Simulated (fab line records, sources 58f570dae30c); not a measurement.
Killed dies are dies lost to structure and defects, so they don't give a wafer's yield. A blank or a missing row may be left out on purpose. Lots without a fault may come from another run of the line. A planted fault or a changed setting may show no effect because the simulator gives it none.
fab line records | flow berkeley_cmos170
record lots=5 wafers=23
route steps=331 shown ZERO@7 ACTIVE@71 SACOX@98 SCREENOX@101 NVT@111 PVT@122 PLDD@149 NLDD@167 PSD@178
start_h: hours from the record's first day to the start of the lot's first wafer shown | wait_h: hours since the lot's step before | " the same as in the row above | L1.1+2: a row that stands for several wafers | - no value, or no start given | * or withheld: withheld | < > ~ a bound
route shown NAME@n: a module of which the file shows steps, and the number in the route of the first | usual: mean/standard deviation of fault-free wafers | same: alike in all rows | chamber/n: place in a boat | sites: the reading at each site | _std_site: their standard deviation | _edge_site: outer sites' mean less inner sites' | radius_mm: how far each site lies from the wafer's centre | mask NAME#n: copy n | behind: the tool/chamber that last shaped the wafer | hold: why the lot was held/for how many hours/how that ended | device: the transistor (n, p or np) that didn't switch | end of line: the same wafers' tests at the end of the route | a step without rows: its recipe alone | killed: dies lost to structure and defects at the first sort, not the wafer's yield | map: a wafer's dies, x killed, . not, _ none there
set.NAME: the setting as run; set.NAME@STEP: as run at that earlier step | model.NAME: the simulator's own value behind a step, which no gauge read
lots whose settings were changed on purpose; a table a step, a row a wafer
## steps
# step UCB170_ZERO_COAT_01
# recipe resist=KrF spin_rpm=1500 resist_thk_nm=900
# columns lot.wafer tool chamber start_h wait_h set.resist_thk_nm model.KrF_of_ZERO_COAT_01.thk_nm
L075.1 litho_track-04 0 26.19 0.1 900 900.7
L075.2 " 0 " " 900 901.1
L075.3 " 0 " " 900 901.7
L075.4 " 0 " " 900 901.9
L075.5 " 0 " " 900 899.7
L079.1 litho_track-01 0 41.87 0.1 900 903
L079.2 " 0 " " 951.6 955
L079.3 " 0 " " 900 904.5
L079.4 " 0 " " 900 903.7
L079.5 " 0 " " 951.6 954.9
L080.1 litho_track-01 0 49.92 0.1 900 899.7
L080.3 " 0 " " 869.8 871.5
L080.4 " 0 " " 900 902
L080.5 " 0 " " 869.8 869.7
L080.6 " 0 " " 900 902.4
L081.2 litho_track-03 0 49.94 0.1 900 900.3
L081.4+5 " 0 " " 900 898.5
L085.1 litho_track-03 0 75.37 0.1 900 903.6
L085.2 " 0 " " 900 904.6
L085.3 " 0 " " 900 903.5
L085.4 " 0 " " 900 904.2
L085.5 " 0 " " 900 903.1
# step UCB170_ZERO_DEVELOP_05
# recipe developer=TMAH develop_time_s=45 resist=KrF dev_temp_c=21
# columns lot.wafer tool chamber start_h wait_h set.dev_temp_c
L075.1+2+3+4+5 litho_track-01 0 - - 21
L079.1+2+3+4+5 litho_track-03 0 - - 21
L080.1+5 litho_track-04 0 - - 23.41
L080.3+4+6 " 0 " " 21
L081.2+4+5 litho_track-03 0 - - 21
L085.1+2+3+4+5 litho_track-03 0 - - 21
# step UCB170_ZERO_ETCH_06
# recipe chemistry=CHF3/CF4/Ar target=SiO2 time_s=12 pressure_mtorr=100 rf_w=500 CHF3_flow_sccm=50 cf4_flow_sccm=10 Ar_flow_sccm=120 over_etch_frac=1.58
# step UCB170_ZERO_STRIP_07
# recipe chemistry=O2 power_w=400 pressure_mtorr=3500 platen_temp_c=withheld o2_flow_sccm=400 overash_fraction=0.5
# usual strip_time_to_endpoint_s=21.51/0.051
# columns lot.wafer tool chamber start_h wait_h set.resist_thk_nm@ZERO_COAT_01 strip_time_to_endpoint_s
L075.1 plasma_asher-03 0 26.91 0.0 900 21.48
L075.2 " 1 " " 900 21.52
L075.3 " 1 " " 900 21.51
L075.4 " 0 " " 900 21.54
L075.5 " 1 " " 900 21.46
L079.1 plasma_asher-04 0 42.58 0.0 900 21.52
L079.2 " 1 " " 951.6 22.78
L079.3 " 1 " " 900 21.59
L079.4 " 0 " " 900 21.55
L079.5 " 0 " " 951.6 22.80
L080.1 plasma_asher-03 0 50.76 0.0 900 21.49
L080.3 " 0 " " 869.8 20.81
L080.4 " 1 " " 900 21.52
L080.5 " 0 " " 869.8 20.76
L080.6 " 1 " " 900 21.55
L081.2 plasma_asher-04 0 51.05 0.0 900 21.49
L081.4 " 1 " " 900 21.43
L081.5 " 0 " " 900 21.45
L085.1 plasma_asher-04 0 76.43 0.0 900 21.58
L085.2 " 1 " " 900 21.60
L085.3 " 1 " " 900 21.58
L085.4 " 0 " " 900 21.57
L085.5 " 0 " " 900 21.56
# step UCB170_ACTIVE_PEB_11
# recipe peb_temp_c=130 peb_time_s=withheld resist=KrF
# columns lot.wafer tool chamber start_h wait_h set.peb_temp_c
L075.1+3 litho_track-01 0 84.74 0.1 130
L075.2+4+5 " 0 " " 131
L079.1+2+5 litho_track-01 0 96.45 0.3 133.8
L079.3+4 " 0 " " 130
L080.1+5+6 litho_track-02 0 103.14 0.2 127.2
L080.3+4 " 0 " " 130
L081.2+4+5 litho_track-01 0 103.17 0.3 130
L085.1+2+5 litho_track-02 0 137.16 0.7 130
L085.3+4 " 0 " " 133.5
# step UCB170_ACTIVE_DEVELOP_12
# recipe developer=TMAH develop_time_s=45 resist=KrF dev_temp_c=21
# step UCB170_ACTIVE_CD_MEAS_13
# recipe target_cd_nm=1200
# usual cd_nm=1200.0/1.2
# columns lot.wafer tool chamber start_h wait_h set.peb_temp_c@ACTIVE_PEB_11 cd_nm
L075.1 cd_sem-01 - 85.02 - 130 1200.3
L075.2 " - " " 131 1191.5
L075.3 " - " " 130 1198.9
L075.4 " - " " 131 1194.2
L075.5 " - " " 131 1193.9
L079.1 cd_sem-02 - 96.73 - 133.8 1177.9
L079.2 " - " " 133.8 1176.6
L079.3 " - " " 130 1199.0
L079.4 " - " " 130 1199.1
L079.5 " - " " 133.8 1177.8
L080.1 cd_sem-01 - 103.42 - 127.2 1223.7
L080.3 " - " " 130 1201.7
L080.4 " - " " 130 1201.4
L080.5 " - " " 127.2 1223.9
L080.6 " - " " 127.2 1223.5
L081.2 cd_sem-02 - 103.44 - 130 1201.5
L081.4 " - " " 130 1199.8
L081.5 " - " " 130 1201.2
L085.1 cd_sem-01 - 137.43 - 130 1200.7
L085.2 " - " " 130 1199.6
L085.3 " - " " 133.5 1180.0
L085.4 " - " " 133.5 1179.7
L085.5 " - " " 130 1200.8
# step UCB170_ACTIVE_ETCH_15
# recipe chemistry=CH3F/Ar/O2 target=Si3N4 stop_on=SiO2 CH3F_flow_sccm=20 Ar_flow_sccm=50 O2_flow_sccm=7 pressure_mtorr=50 rf_w=450 target_depth_a=2420 over_etch_frac=0.1 time_s=151
# columns lot.wafer tool chamber start_h wait_h set.peb_temp_c@ACTIVE_PEB_11 model.ACTIVE.cd_nm
L075.1 rie_diel-02 2 85.18 0.0 130 1200
L075.2 " 1 " " 131 1191
L075.3 " 0 " " 130 1198
L075.4+5 " 0,2 " " 131 1194
L079.1+5 rie_diel-02 1,2 96.88 0.0 133.8 1178
L079.2 " 2 " " 133.8 1177
L079.3+4 " 3,0 " " 130 1199
L080.1+5 rie_diel-02 0 103.57 0.0 127.2 1224
L080.3 " 3 " " 130 1202
L080.4 " 1 " " 130 1201
L080.6 " 3 " " 127.2 1223
L081.2+5 rie_diel-04 0,2 103.57 0.0 130 1202
L081.4 " 3 " " 130 1200
L085.1+5 rie_diel-02 1,3 137.62 0.0 130 1201
L085.2 " 3 " " 130 1200
L085.3+4 " 2,0 " " 133.5 1180
# step UCB170_ACTIVE_STRIP_16
# recipe chemistry=O2 power_w=400 pressure_mtorr=3500 platen_temp_c=withheld o2_flow_sccm=400 overash_fraction=0.5
# step UCB170_ACTIVE_CD_MEAS_90
# recipe target_cd_nm=1200
# usual cd_nm=1200.0/1.3
# columns lot.wafer tool chamber start_h wait_h set.peb_temp_c@ACTIVE_PEB_11 cd_nm
L075.1 cd_sem-01 - 85.38 0.1 130 1200.4
L075.2 " - " " 131 1191.8
L075.3 " - " " 130 1198.5
L075.4 " - " " 131 1193.9
L075.5 " - " " 131 1193.7
L079.1 cd_sem-01 - 97.08 0.1 133.8 1177.4
L079.2 " - " " 133.8 1176.8
L079.3 " - " " 130 1198.7
L079.4 " - " " 130 1199.4
L079.5 " - " " 133.8 1177.8
L080.1 cd_sem-02 - 103.77 0.1 127.2 1224.4
L080.3 " - " " 130 1201.9
L080.4 " - " " 130 1201.3
L080.5 " - " " 127.2 1223.9
L080.6 " - " " 127.2 1223.2
L081.2 cd_sem-01 - 103.79 0.1 130 1201.4
L081.4 " - " " 130 1200.1
L081.5 " - " " 130 1201.2
L085.1 cd_sem-02 - 137.82 0.1 130 1200.7
L085.2 " - " " 130 1199.7
L085.3 " - " " 133.5 1180.5
L085.4 " - " " 133.5 1179.9
L085.5 " - " " 130 1200.8
# step UCB170_SACOX_OXIDATION_01
# recipe temp_c=900 ambient=O2 target_thk_a=144 ox_time_s=2400
# columns lot.wafer tool chamber start_h wait_h set.temp_c model.SiO2_of_SACOX_OXIDATION_01.thk_nm
L075.1 - - - 2.8 922.4 18.15
L075.2 " - " " 922.4 18
L075.3 " - " " 922.4 18.05
L075.4 " - " " 922.4 18.25
L075.5 " - " " 922.4 17.92
L079.1 - - - 3.3 924.1 18.6
L079.2 " - " " 924.1 18.57
L079.3 " - " " 924.1 18.47
L079.4 " - " " 924.1 18.75
L079.5 " - " " 924.1 18.48
L080.1 - - - 3.5 876.1 11.38
L080.3 " - " " 876.1 11.19
L080.4 " - " " 876.1 11.55
L080.5 " - " " 876.1 11.45
L080.6 " - " " 876.1 11.44
L081.2 furnace-04 0 123.16 3.5 900 13.79
L081.4 " 0 " " 900 14.01
L081.5 " 0 " " 900 13.97
L085.1 - - - 2.4 921.9 17.66
L085.2 " - " " 921.9 17.74
L085.3 " - " " 921.9 17.68
L085.4 " - " " 921.9 17.82
L085.5 " - " " 921.9 17.86
# step UCB170_SACOX_THK_MEAS_02
# recipe reads=SiO2_of_SACOX_OXIDATION_01
# usual SACOX_OXIDE_THK=14.56/0.27
# columns lot.wafer tool chamber start_h wait_h set.temp_c@SACOX_OXIDATION_01 SACOX_OXIDE_THK[nm]
L075.1 film_metro-01 - - - 922.4 18.19
L075.2 " - " " 922.4 18.08
L075.3 " - " " 922.4 18.09
L075.4 " - " " 922.4 18.26
L075.5 " - " " 922.4 17.93
L079.1 film_metro-03 - - - 924.1 18.60
L079.2 " - " " 924.1 18.54
L079.3 " - " " 924.1 18.47
L079.4 " - " " 924.1 18.77
L079.5 " - " " 924.1 18.45
L080.1 film_metro-01 - - - 876.1 11.39
L080.3 " - " " 876.1 11.20
L080.4 " - " " 876.1 11.59
L080.5 " - " " 876.1 11.42
L080.6 " - " " 876.1 11.43
L081.2 film_metro-03 - 124.83 0.0 900 13.80
L081.4 " - " " 900 13.99
L081.5 " - " " 900 13.98
L085.1 film_metro-03 - - - 921.9 17.63
L085.2 " - " " 921.9 17.73
L085.3 " - " " 921.9 17.69
L085.4 " - " " 921.9 17.80
L085.5 " - " " 921.9 17.86
# step UCB170_SCREENOX_OXIDATION_01
# recipe temp_c=900 ambient=O2 target_thk_a=144 ox_time_s=2400
# columns lot.wafer tool chamber start_h wait_h set.ox_time_s model.SiO2_of_SCREENOX_OXIDATION_01.thk_nm
L075.1 - - - 1.8 2400 14.58
L075.2 " - " " 2400 14.49
L075.3 " - " " 2400 14.44
L075.4 " - " " 2400 14.23
L075.5 " - " " 2400 14.45
L079.1 - - - 2.4 2215 13.71
L079.2 " - " " 2215 13.63
L079.3 " - " " 2215 13.83
L079.4 " - " " 2215 13.69
L079.5 " - " " 2215 13.62
L080.1 - - - 4.6 2054 12.86
L080.3 " - " " 2054 12.68
L080.4 " - " " 2054 12.9
L080.5 " - " " 2054 12.88
L080.6 " - " " 2054 13.03
L081.2+5 furnace-04 0 129.57 4.6 2400 13.95
L081.4 " 0 " " 2400 14.02
L085.1 - - - 0.5 2722 15.79
L085.2 " - " " 2722 15.85
L085.3+4 " - " " 2722 15.57
L085.5 " - " " 2722 15.68
# step UCB170_SCREENOX_THK_MEAS_02
# recipe reads=SiO2_of_SCREENOX_OXIDATION_01
# usual SCREENOX_OXIDE_THK=14.38/0.22
# columns lot.wafer tool chamber start_h wait_h set.ox_time_s@SCREENOX_OXIDATION_01 SCREENOX_OXIDE_THK[nm]
L075.1 film_metro-01 - - - 2400 14.60
L075.2 " - " " 2400 14.47
L075.3 " - " " 2400 14.47
L075.4 " - " " 2400 14.22
L075.5 " - " " 2400 14.48
L079.1 film_metro-02 - - - 2215 13.65
L079.2 " - " " 2215 13.68
L079.3 " - " " 2215 13.83
L079.4 " - " " 2215 13.65
L079.5 " - " " 2215 13.63
L080.1 film_metro-03 - - - 2054 12.85
L080.3 " - " " 2054 12.71
L080.4 " - " " 2054 12.92
L080.5 " - " " 2054 12.91
L080.6 " - " " 2054 12.98
L081.2 film_metro-02 - 131.25 0.0 2400 13.90
L081.4 " - " " 2400 14.03
L081.5 " - " " 2400 13.97
L085.1 film_metro-03 - - - 2722 15.72
L085.2 " - " " 2722 15.85
L085.3 " - " " 2722 15.59
L085.4 " - " " 2722 15.60
L085.5 " - " " 2722 15.65
# step UCB170_NVT_IMPLANT_07
# recipe species=BF2 dose_cm2=3e+12 energy_kev=50 tilt_deg=7
# columns lot.wafer tool chamber start_h wait_h set.energy_kev model.implant.rp_nm model.implant.drp_nm
L075.1+2+3+4+5 implanter-04 0 112.00 0.0 50 37.43 18.57
L079.1+2+3+4+5 implanter-04 0 132.00 0.0 50 36.49 18.57
L081.2+4+5 implanter-03 0 135.49 0.0 50 35.75 18.57
L080.1+6 implanter-02 0 135.76 0.0 51.69 39.44 19.02
L080.3+4+5 " 0 " " 50 38.16 18.57
L085.1+5 implanter-02 0 159.70 0.0 47.24 34.81 17.83
L085.2+3+4 " 0 " " 50 36.82 18.57
# step UCB170_NVT_STRIP_08
# recipe chemistry=O2 power_w=400 pressure_mtorr=3500 platen_temp_c=withheld o2_flow_sccm=400 overash_fraction=0.5
# step UCB170_NVT_TW_MEAS_09
# usual NVT_TW=523/3.1
# columns lot.wafer tool chamber start_h wait_h set.energy_kev@NVT_IMPLANT_07 NVT_TW
L075.1 film_metro-02 - 112.25 0.1 50 526
L075.2 " - " " 50 524
L075.3 " - " " 50 526
L075.4 " - " " 50 527
L075.5 " - " " 50 525
L079.1 film_metro-02 - 132.25 0.1 50 523
L079.2 " - " " 50 522
L079.3 " - " " 50 521
L079.4 " - " " 50 525
L079.5 " - " " 50 522
L081.2 film_metro-01 - 135.72 0.1 50 526
L081.4 " - " " 50 525
L081.5 " - " " 50 527
L080.1 film_metro-02 - 136.01 0.1 51.69 531
L080.3 " - " " 50 524
L080.4 " - " " 50 523
L080.5 " - " " 50 521
L080.6 " - " " 51.69 529
L085.1 film_metro-01 - 159.95 0.1 47.24 516
L085.2 " - " " 50 525
L085.3 " - " " 50 523
L085.4 " - " " 50 525
L085.5 " - " " 47.24 517
# step UCB170_PVT_IMPLANT_07
# recipe species=P dose_cm2=2e+12 energy_kev=30 tilt_deg=7
# columns lot.wafer tool chamber start_h wait_h set.dose_cm2
L075.1+2 implanter-01 0 116.31 0.0 2e+12
L075.3+4+5 " 0 " " 1.913e+12
L079.1+3 implanter-02 0 134.30 0.0 2e+12
L079.2+4+5 " 0 " " 1.861e+12
L081.2+4+5 implanter-04 0 137.86 0.0 2e+12
L080.1+3+4+5+6 implanter-01 0 138.11 0.0 2e+12
L085.1+4+5 implanter-04 0 165.16 0.0 2.041e+12
L085.2+3 " 0 " " 2e+12
# step UCB170_PVT_STRIP_08
# recipe chemistry=O2 power_w=400 pressure_mtorr=3500 platen_temp_c=withheld o2_flow_sccm=400 overash_fraction=0.5
# step UCB170_PVT_TW_MEAS_09
# usual PVT_TW=505/4.6
# columns lot.wafer tool chamber start_h wait_h set.dose_cm2@PVT_IMPLANT_07 PVT_TW
L075.1 film_metro-04 - 116.56 0.1 2e+12 501
L075.2 " - " " 2e+12 502
L075.3 " - " " 1.913e+12 497
L075.4 " - " " 1.913e+12 494
L075.5 " - " " 1.913e+12 496
L079.1 film_metro-04 - 134.55 0.1 2e+12 500
L079.2 " - " " 1.861e+12 492
L079.3 " - " " 2e+12 503
L079.4 " - " " 1.861e+12 493
L079.5 " - " " 1.861e+12 490
L081.2 film_metro-04 - 138.10 0.1 2e+12 503
L081.4 " - " " 2e+12 503
L081.5 " - " " 2e+12 501
L080.1 film_metro-02 - 138.36 0.1 2e+12 510
L080.3 " - " " 2e+12 509
L080.4 " - " " 2e+12 508
L080.5 " - " " 2e+12 510
L080.6 " - " " 2e+12 509
L085.1 film_metro-04 - 165.41 0.1 2.041e+12 508
L085.2 " - " " 2e+12 505
L085.3 " - " " 2e+12 505
L085.4 " - " " 2.041e+12 505
L085.5 " - " " 2.041e+12 504
# step UCB170_PLDD_PEB_04
# recipe peb_temp_c=130 peb_time_s=withheld resist=KrF
# columns lot.wafer tool chamber start_h wait_h set.peb_temp_c
L075.1+2+3 litho_track-01 0 136.60 0.5 128.2
L075.4+5 " 0 " " 130
L079.1+2+3+4+5 litho_track-03 0 145.36 0.1 130
L080.1+4+6 litho_track-01 0 149.13 0.5 133.8
L080.3+5 " 0 " " 130
L081.2+4+5 litho_track-01 0 149.43 0.5 130
L085.1+2+4 litho_track-04 0 176.03 0.4 131.3
L085.3+5 " 0 " " 130
# step UCB170_PLDD_DEVELOP_05
# recipe developer=TMAH develop_time_s=45 resist=KrF dev_temp_c=21
# step UCB170_PLDD_CD_MEAS_06
# recipe target_cd_nm=1200
# usual cd_nm=1200.0/1.5
# columns lot.wafer tool chamber start_h wait_h set.peb_temp_c@PLDD_PEB_04 cd_nm
L075.1 cd_sem-02 - 136.88 - 128.2 1189.0
L075.2 " - " " 128.2 1187.4
L075.3 " - " " 128.2 1189.4
L075.4 " - " " 130 1201.9
L075.5 " - " " 130 1202.4
L079.1 cd_sem-02 - 145.63 - 130 1202.1
L079.2 " - " " 130 1202.4
L079.3 " - " " 130 1201.6
L079.4 " - " " 130 1201.3
L079.5 " - " " 130 1200.5
L080.1 cd_sem-01 - 149.40 - 133.8 1221.6
L080.3 " - " " 130 1199.9
L080.4 " - " " 133.8 1222.9
L080.5 " - " " 130 1200.2
L080.6 " - " " 133.8 1223.2
L081.2 cd_sem-02 - 149.70 - 130 1199.9
L081.4 " - " " 130 1200.3
L081.5 " - " " 130 1201.2
L085.1 cd_sem-01 - 176.30 - 131.3 1208.6
L085.2 " - " " 131.3 1206.9
L085.3 " - " " 130 1199.3
L085.4 " - " " 131.3 1207.8
L085.5 " - " " 130 1198.4
# step UCB170_NLDD_IMPLANT_09
# recipe species=As dose_cm2=5e+13 energy_kev=30 tilt_deg=7 rotation_deg=180
# columns lot.wafer tool chamber start_h wait_h set.dose_cm2
L075.1+2+3+4+5 implanter-01 0 139.47 0.1 5e+13
L079.1+2 implanter-03 0 148.50 0.1 5e+13
L079.3+4+5 " 0 " " 5.261e+13
L080.1+5+6 implanter-01 0 151.46 0.1 5e+13
L080.3+4 " 0 " " 5.272e+13
L081.2+4+5 implanter-03 0 151.77 0.1 5e+13
L085.1+2+3+4+5 implanter-03 0 180.93 0.1 5e+13
# step UCB170_PSD_EXPOSE_03
# recipe mask_id=PSELECT_MOD na=0.5 sigma_outer=0.6 source_shape=conventional target_cd_nm=1200 dose_mj=30
# columns lot.wafer tool chamber start_h wait_h mask set.dose_mj
L075.1+2+3+4+5 krf_scanner-01 0 144.27 0.2 PSELECT_MOD#0 30
L079.1+4+5 krf_scanner-02 0 153.04 0.6 PSELECT_MOD#0 29.1
L079.2+3 " 0 " " PSELECT_MOD#0 30
L081.2+4+5 krf_scanner-01 0 156.81 0.3 PSELECT_MOD#0 30
L080.1+4+5 krf_scanner-01 0 156.91 0.3 PSELECT_MOD#0 30
L080.3+6 " 0 " " PSELECT_MOD#0 31.54
L085.1+2+3 krf_scanner-02 0 185.43 0.5 PSELECT_MOD#0 30
L085.4+5 " 0 " " PSELECT_MOD#0 28.26
# step UCB170_PSD_PEB_04
# recipe peb_temp_c=130 peb_time_s=withheld resist=KrF
# step UCB170_PSD_DEVELOP_05
# recipe developer=TMAH develop_time_s=45 resist=KrF dev_temp_c=21
# step UCB170_PSD_CD_MEAS_06
# recipe target_cd_nm=1200
# usual cd_nm=1199.1/1.1
# columns lot.wafer tool chamber start_h wait_h set.dose_mj@PSD_EXPOSE_03 cd_nm
L075.1 cd_sem-02 - 145.04 - 30 1197.7
L075.2 " - " " 30 1197.9
L075.3 " - " " 30 1197.7
L075.4 " - " " 30 1197.5
L075.5 " - " " 30 1197.9
L079.1 cd_sem-01 - 153.43 - 29.1 1194.7
L079.2 " - " " 30 1200.1
L079.3 " - " " 30 1197.5
L079.4 " - " " 29.1 1194.3
L079.5 " - " " 29.1 1195.1
L081.2 cd_sem-01 - 157.38 - 30 1199.1
L081.4 " - " " 30 1199.0
L081.5 " - " " 30 1199.2
L080.1 cd_sem-02 - 157.49 - 30 1198.7
L080.3 " - " " 31.54 1208.2
L080.4 " - " " 30 1198.3
L080.5 " - " " 30 1198.7
L080.6 " - " " 31.54 1205.9
L085.1 cd_sem-02 - 185.82 - 30 1201.6
L085.2 " - " " 30 1201.3
L085.3 " - " " 30 1199.0
L085.4 " - " " 28.26 1190.8
L085.5 " - " " 28.26 1189.9
## key
split step=UCB170_ZERO_COAT_01 setting=resist_thk_nm stated=900 by=wafer
response step=UCB170_ZERO_COAT_01 reading=model.KrF_of_ZERO_COAT_01.thk_nm change=+9 per=1% r=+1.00
response step=UCB170_ZERO_STRIP_07 reading=strip_time_to_endpoint_s change=* per=1% r=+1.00
split step=UCB170_ZERO_DEVELOP_05 setting=dev_temp_c stated=21 by=wafer
response none clear
split step=UCB170_ACTIVE_PEB_11 setting=peb_temp_c stated=130 by=wafer
response step=UCB170_ACTIVE_CD_MEAS_13 reading=cd_nm change=-8.14 per=1% r=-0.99
response step=UCB170_ACTIVE_ETCH_15 reading=model.ACTIVE.cd_nm change=-8.1 per=1% r=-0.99
response step=UCB170_ACTIVE_CD_MEAS_90 reading=cd_nm change=-8.12 per=1% r=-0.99
split step=UCB170_SACOX_OXIDATION_01 setting=temp_c stated=900 by=lot
response step=UCB170_SACOX_OXIDATION_01 reading=model.SiO2_of_SACOX_OXIDATION_01.thk_nm change=+1.33 per=1% r=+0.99
response step=UCB170_SACOX_THK_MEAS_02 reading=SACOX_OXIDE_THK change=+1.33 per=1% r=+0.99
split step=UCB170_SCREENOX_OXIDATION_01 setting=ox_time_s stated=2400 by=lot
response step=UCB170_SCREENOX_OXIDATION_01 reading=model.SiO2_of_SCREENOX_OXIDATION_01.thk_nm change=+0.099 per=1% r=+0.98
response step=UCB170_SCREENOX_THK_MEAS_02 reading=SCREENOX_OXIDE_THK change=+0.0986 per=1% r=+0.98
split step=UCB170_NVT_IMPLANT_07 setting=energy_kev stated=50 by=wafer
response step=UCB170_NVT_IMPLANT_07 reading=model.implant.rp_nm change=+0.368 per=1% r=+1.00
response step=UCB170_NVT_IMPLANT_07 reading=model.implant.drp_nm change=+0.134 per=1% r=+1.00
response step=UCB170_NVT_TW_MEAS_09 reading=NVT_TW change=+1.58 per=1% r=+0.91
split step=UCB170_PVT_IMPLANT_07 setting=dose_cm2 stated=2e+12 by=wafer
response step=UCB170_PVT_TW_MEAS_09 reading=PVT_TW change=+1.31 per=1% r=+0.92
split step=UCB170_PLDD_PEB_04 setting=peb_temp_c stated=130 by=wafer
response step=UCB170_PLDD_CD_MEAS_06 reading=cd_nm change=+8.17 per=1% r=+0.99
split step=UCB170_NLDD_IMPLANT_09 setting=dose_cm2 stated=5e+13 by=wafer
response none in this file
split step=UCB170_PSD_EXPOSE_03 setting=dose_mj stated=30 by=wafer
response step=UCB170_PSD_CD_MEAS_06 reading=cd_nm change=+1.68 per=1% r=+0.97
